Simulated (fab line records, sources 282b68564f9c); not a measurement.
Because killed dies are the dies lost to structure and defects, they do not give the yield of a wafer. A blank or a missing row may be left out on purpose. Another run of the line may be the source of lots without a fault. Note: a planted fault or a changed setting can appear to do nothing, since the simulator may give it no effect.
Matching of chambers ; flow rit_cmos ; 4 sister chambers for RIT_GATE_ETCH_19 on rie_si-02
The step etches poly-Si in SF6/CHF3/O2, stops on SiO2, time 165 s, target depth 312.5 nm. 14 wafers are shown with their chamber, then 7 later ones without.

== WAFERS WITH THEIR CHAMBER ==
wafer;chamber;drypump_motor_current_A (A);throttle_valve_pct (%);O2_flow_sccm (sccm)
L919.2;3;6.0;10.52;4.993
L919.3;2;6.0;10.28;5.018
L919.6;3;6.0;10.52;5.000
L923.3;3;6.1;10.50;4.997
L923.4;1;5.2;10.20;5.004
L923.6;3;6.0;10.52;4.982
L927.3;1;5.2;10.21;5.002
L927.5;1;5.2;10.21;5.019
L927.6;0;5.0;10.43;4.999
L929.2;3;6.0;10.51;4.983
L929.5;1;5.2;10.18;4.999
L929.6;0;5.0;10.42;4.967
L931.2;3;6.0;10.49;4.993
L931.3;0;5.0;10.41;5.011

SIGNATURES, as means of the wafers listed above
reading;chamber 0;chamber 1;chamber 2;chamber 3;scatter within a chamber
drypump_motor_current_A;5.000;5.200;6.000;6.017;0.0289
throttle_valve_pct;10.4200;10.2000;10.2800;10.5100;0.0126
O2_flow_sccm;4.99233;5.00600;5.01800;4.99133;0.0124
Rule: for each reading, subtract the chamber's mean from the wafer's reading, divide by that reading's scatter and square the result; add these up over the readings and take the root, which gives the wafer's distance from the chamber. The wafer belongs to the nearest chamber; if the next one is less than 2 further off, it can't be placed. The scatter is the square root of a quotient: the sum, over the shown wafers, of each reading's squared deviation from its chamber's mean, divided by wafers minus chambers.

== WAFERS MISSING THEIR CHAMBER ==
wafer;drypump_motor_current_A (A);throttle_valve_pct (%);O2_flow_sccm (sccm)
L931.5;6.0;10.27;5.009
L933.1;6.0;10.51;4.975
L933.3;5.0;10.43;5.012
L933.5;5.9;10.28;5.004
L941.2;6.1;10.51;5.016
L941.3;5.0;10.41;5.032
L941.6;5.2;10.22;4.993

== THE CHAMBER EACH PASSED THROUGH ==
wafer;from the rows above;in truth
L931.5;2;2
L933.1;3;3
L933.3;0;0
L933.5;2;2
L941.2;3;3
L941.3;0;0
L941.6;1;1
Correct placement for 7 of the 7. Not placeable from these rows: 0. Placed wrongly: 0.
